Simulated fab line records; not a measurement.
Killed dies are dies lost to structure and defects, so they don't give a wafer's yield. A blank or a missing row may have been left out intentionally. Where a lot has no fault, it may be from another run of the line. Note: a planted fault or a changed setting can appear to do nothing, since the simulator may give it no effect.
A struck lot beside a sound one + flow berkeley_cmos170 + 18 out of 331 route steps
Sound: wafers L428.2, L428.3, L428.6. Wafers struck: L421.1, L421.2, L421.5. Last of all comes the cause.
Each step with rows lists, per side, the tool, then ch with its chambers, then its first start. Under that, the readings that differ: sound wafers + struck wafers + difference of the means + sigmas: that difference in standard deviations of wafers without a fault.
alike: readings whose means differ by less than 2 such deviations, and words and numbers that are the same on both sides. not compared: withheld readings, readings that some wafer has no value for, bounds like >300 that may hide the same value, and numbers for which the record gives no deviation and whose values overlap.
Wherever a step has rows on one side only, a row that says differs or no value, or a row with sigmas, the two part there. When numbers do not overlap yet have no deviation, they are printed without sigmas and do not part them. A reading that every wafer of one side lacks parts them only if that side has two wafers or more.

first, 1 step without rows for these wafers: UCB170_ZERO_DEVELOP_05 (develop time 45 s).
UCB170_ZERO_ETCH_06: etches SiO2 in CHF3/CF4/Ar, time 12 s.
  sound on rie_diel-03 ch 1,3, day 5 10:34; struck on rie_diel-03 ch 0,2,3, day 3 21:38
  alike: drypump_motor_current_A, oes_product_au, throttle_valve_pct
  not compared: rf_hours_counter_h
UCB170_ZERO_STRIP_07: strips in O2.
  sound on plasma_asher-01 ch 1, day 5 10:35; struck on plasma_asher-03 ch 0,1, day 3 21:39
| reading                      | sound             | struck            | difference | sigmas |
|------------------------------|-------------------|-------------------|------------|--------|
| strip_time_to_endpoint_s (s) | 21.47 21.36 21.38 | 21.50 21.56 21.56 | +0.14      | +2     |
  alike: drypump_motor_current_A, oes_product_au
  not compared: rf_hours_counter_h
then, 2 steps without rows for these wafers: UCB170_NWELL_WET_ETCH_00 (etches SiO2 in dHF, time 200 s); UCB170_NWELL_OXIDATION_01 (target thk 26.4 nm, ox time 1260 s).
UCB170_NWELL_THK_MEAS_02:
  sound on film_metro-01, day 5 16:21; struck on film_metro-01, day 4 02:36
  alike: NWELL_OXIDE_THK
then, 2 steps without rows for these wafers: UCB170_NWELL_ANNEAL_03 (time 900 s); UCB170_NWELL_CVD_04 (deposits Si3N4 from SiH2Cl2/NH3, target thk 224 nm, time 3360 s).
UCB170_NWELL_THK_MEAS_05:
  sound on film_metro-03, day 6 01:22; struck on film_metro-03, day 4 10:58
  alike: NWELL_NITRIDE_THK
then, 3 steps without rows for these wafers: UCB170_NWELL_HMDS_06 (prime time 60 s); UCB170_NWELL_COAT_07 (resist thk 900 nm); UCB170_NWELL_SOFTBAKE_08 (time 60 s).
UCB170_NWELL_EXPOSE_09: exposes mask NWELL, target cd 3000 nm.
  sound on krf_scanner-02 ch 0, day 6 02:18; struck on krf_scanner-01 ch 0, day 4 11:36
| reading                       | sound             | struck            | difference | sigmas |
|-------------------------------|-------------------|-------------------|------------|--------|
| model.NWELL.overlay_x_nm (nm) | 10.99 10.99 10.99 | 923.3 923.3 923.3 | +912.3     |        |
  alike: mask, reticle_temp_C
then, 2 steps without rows for these wafers: UCB170_NWELL_PEB_10; UCB170_NWELL_DEVELOP_11 (develop time 45 s).
UCB170_NWELL_OVL_MEAS_12:
  sound on overlay-02, day 6 03:14; struck on overlay-02, day 4 11:59
| reading        | sound  | struck      | difference | sigmas      |
|----------------|--------|-------------|------------|-------------|
| NWELL_OVL (nm) | 0 3 -1 | 918 913 922 | +917       | +99 or more |
UCB170_NWELL_ETCH_13: etches Si3N4 in CH3F/Ar/O2, stops on SiO2, target depth 246.4 nm, time 154 s.
  sound on rie_diel-03 ch 1,2,3, day 6 03:16; struck on rie_diel-03 ch 2,3, day 4 12:02
  alike: drypump_motor_current_A, oes_product_au, throttle_valve_pct
  not compared: rf_hours_counter_h
-- the record jumps here: 6 days lie between the struck wafers' starts before and after (it left off in module NWELL and takes up again in module M3, whose first step shown is number 331 of the route) --
UCB170_M3_PROBE_99:
  sound on prober-01, day 12 11:56; struck on prober-02, day 10 20:18
| reading                                        | sound                | struck               | difference | sigmas |
|------------------------------------------------|----------------------|----------------------|------------|--------|
| model.etest.nwell.width_nm (nm)                | 2361 2351 2360       | 2316 2332 2304       | -40        |        |
| model.etest.iso_pplus_pwell.bv_v (V)           | 22.54 22.5 22.69     | 3.467 3.814 3.659    | -18.930    |        |
| model.etest.iso_pplus_pwell.lateral_log10_a_um | -8.456 -8.48 -8.418  | -8.065 -8.065 -8.094 | +0.377     |        |
| model.etest.iso_nplus_nwell.lateral_log10_a_um | -8.099 -8.106 -8.071 | -8.249 -8.283 -8.249 | -0.168     |        |
  not compared: model.etest.nwell.line_ohm_um

## WHERE THEY PART
Last at UCB170_NWELL_OVL_MEAS_12 as far as this record goes, first at UCB170_ZERO_STRIP_07. Later steps at which nothing parts them and some readings are alike: UCB170_NWELL_ETCH_13.

WHY: the cause the simulator had injected
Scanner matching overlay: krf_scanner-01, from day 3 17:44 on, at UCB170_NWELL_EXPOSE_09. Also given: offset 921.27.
